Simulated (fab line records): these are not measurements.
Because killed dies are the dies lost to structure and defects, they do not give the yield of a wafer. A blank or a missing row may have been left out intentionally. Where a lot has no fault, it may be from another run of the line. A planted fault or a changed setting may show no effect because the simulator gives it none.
Which of the tools did it? / flow rit cmos / 7 lots (21 wafers sampled), 1 step of a 202-step route

== WHAT THE GAUGES READ, wafer by wafer ==
RIT_NRETRO_TW_MEAS_10.
lot=L922; measured=day 2 10:28; on=film metro-01; NRETRO_TW=1045 1043 1046
lot=L924; measured=day 2 21:14; on=film metro-02; NRETRO_TW=1048 1042 1041
lot=L926; measured=day 3 07:17; on=film metro-02; NRETRO_TW=1032 1032 1031
lot=L928; measured=day 3 17:08; on=film metro-03; NRETRO_TW=1041 1047 1050
lot=L930; measured=day 4 03:49; on=film metro-02; NRETRO_TW=1034 1031 1033
lot=L938; measured=day 5 18:50; on=film metro-01; NRETRO_TW=1035 1046 1039
lot=L943; measured=day 6 21:43; on=film metro-02; NRETRO_TW=1033 1040 1035

== TOOL THAT RAN EACH LOT (tool first, then ch and the chambers of the sampled wafers, then the start) ==
Before these readings, the record contains no process step.

== THE ANSWER, worked out from the rows above alone ==
Rule: usual is defined by the lots themselves. Put in order of their means at a reading, lots are off if they are a third of the lots or fewer, leave a main group of 4 or more, and stand apart from it by a gap of 3 or more times the standard deviation of the main group's means; of several such gaps the widest counts. A main group is skipped when, at the precision printed for the reading in the tables above, its means are all equal. Also off: a lot with no number at a reading for which 4 or more lots have one. Any other lot the step has rows for is counted as sound.
Nothing can be told from this: no lot is off at any reading shown.

== WHAT HAD BEEN PUT IN BY THE SIMULATOR ==
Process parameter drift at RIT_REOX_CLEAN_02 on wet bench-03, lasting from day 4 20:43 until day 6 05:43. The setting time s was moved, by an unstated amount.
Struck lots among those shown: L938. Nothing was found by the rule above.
